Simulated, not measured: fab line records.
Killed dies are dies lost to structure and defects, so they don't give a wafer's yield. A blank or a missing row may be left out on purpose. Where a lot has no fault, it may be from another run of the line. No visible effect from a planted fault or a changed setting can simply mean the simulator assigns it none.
Problem report, 8D (eight disciplines) form, completed by code -- flow berkeley_cmos170 -- the parts of the form that need people (team, actions taken, sign-off) are left out

== 1. PROBLEM STATEMENT ==
Across 9 wafers from 3 lots, PLDD_RS at UCB170_SDANNEAL_RS_MEAS_04 averages 1088.2 ohm/sq, while fault-free wafers read 1031.2 ohm/sq with a standard deviation of 2.6. Relative to the usual mean, that is a shift of +22 standard deviations.
The step: measures by four-point-probe.
First seen on wafer L226.2, day 11 07:49, on film_metro-04. Wafers with a number at this step in the record: 45, from 15 lots. Rule for "out" (also "out of limits"): further than 4 standard deviations from the usual mean. The rest of the wafers with a number are treated as sound.

== 2. WHAT IT IS; WHAT IT IS NOT ==
question,is,is not
which readings at this step,PLDD_RS,-
which lots,"L225, L226, L227","L211, L213, L215, L217, L218, L219, L220, L221, L223, L224, L228, L230"
which wafers of those lots,all that have a number,-
read on which gauges,"film_metro-03, film_metro-04",film_metro-01
when,from day 11 07:49,"up to then (30 sound wafers); but 6 sound wafers of L228, L230 came after"

== 3. WHAT RULES OUT EACH SUSPECT ==
Counting: a tool stays on the suspect list if, at a process step up to the reading, it processed all lots that are out and no sound lot following the first of them.
- the gauge at UCB170_SDANNEAL_RS_MEAS_04: ruled out. 2 gauges (film_metro-03, film_metro-04) read the wafers that are out.
- furnace-04 at UCB170_SPACER_ANNEAL_02 (time 1800 s): kept. All lots that are out passed through it, beginning with L225 at day 11 00:40, and no sound lot followed; its final sound lot before that point was L223 at day 10 02:00. On those wafers its own readings are out: spike_tc_centre_C, spike_tc_load_C, spike_tc_source_C, tube_center_temp_C, tube_center_temp_C_max.
The count leaves furnace-04 at UCB170_SPACER_ANNEAL_02.

== 4. THE CAUSE (what the simulator had put in) ==
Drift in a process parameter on furnace-04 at UCB170_SPACER_ANNEAL_02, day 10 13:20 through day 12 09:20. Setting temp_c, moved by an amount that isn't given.
After counting, this tool was the only one left.

== 5. SEQUENCE OF EFFECTS, ordered by route ==
Rows list readings where the struck wafers' mean (over those with a number) sits beyond 3 standard deviations from the usual. Only readings for which the record gives a usual standard deviation are gone through. hours: the time from each lot's start at the first step in this table that gives one to its start at this step, as a median over the lots. sigmas: the change in usual standard deviations.
hours,step,reading,usual,on struck wafers,change,sigmas
0,UCB170_SPACER_ANNEAL_02,spike_tc_centre_C,902.3 C,886.7,-15.6,-16
0,UCB170_SPACER_ANNEAL_02,spike_tc_load_C,924.1 C,905.2,-18.9,-6.7
0,UCB170_SPACER_ANNEAL_02,spike_tc_source_C,923.4 C,908.8,-14.6,-8.1
0,UCB170_SPACER_ANNEAL_02,tube_center_temp_C,900 C,885,-15,-99 or more
0,UCB170_SPACER_ANNEAL_02,tube_center_temp_C_max,902.4,887.3,-15.1,-37
8,UCB170_SDANNEAL_RS_MEAS_04,PLDD_RS,1031.2 ohm/sq,1088.2,+57.0,+22
Process steps it contains:
- UCB170_SPACER_ANNEAL_02: time 1800 s.

== 6. WHAT WOULD HAVE CAUGHT IT SOONER ==
The first out-of-limits reading at a measuring or inspecting step in this record came at day 11 07:49, 18 hours after the fault's start at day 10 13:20.
The tool's own readings at UCB170_SPACER_ANNEAL_02 were out on every struck wafer that the step has a row for (spike_tc_centre_C, spike_tc_load_C, spike_tc_source_C, tube_center_temp_C, tube_center_temp_C_max): an alarm limit on them would have fired on the first of those.
All the lots that are out (3) had begun UCB170_SPACER_ANNEAL_02 on furnace-04 by day 11 07:49. Had the tool been put on hold then, not one of them would have been saved.
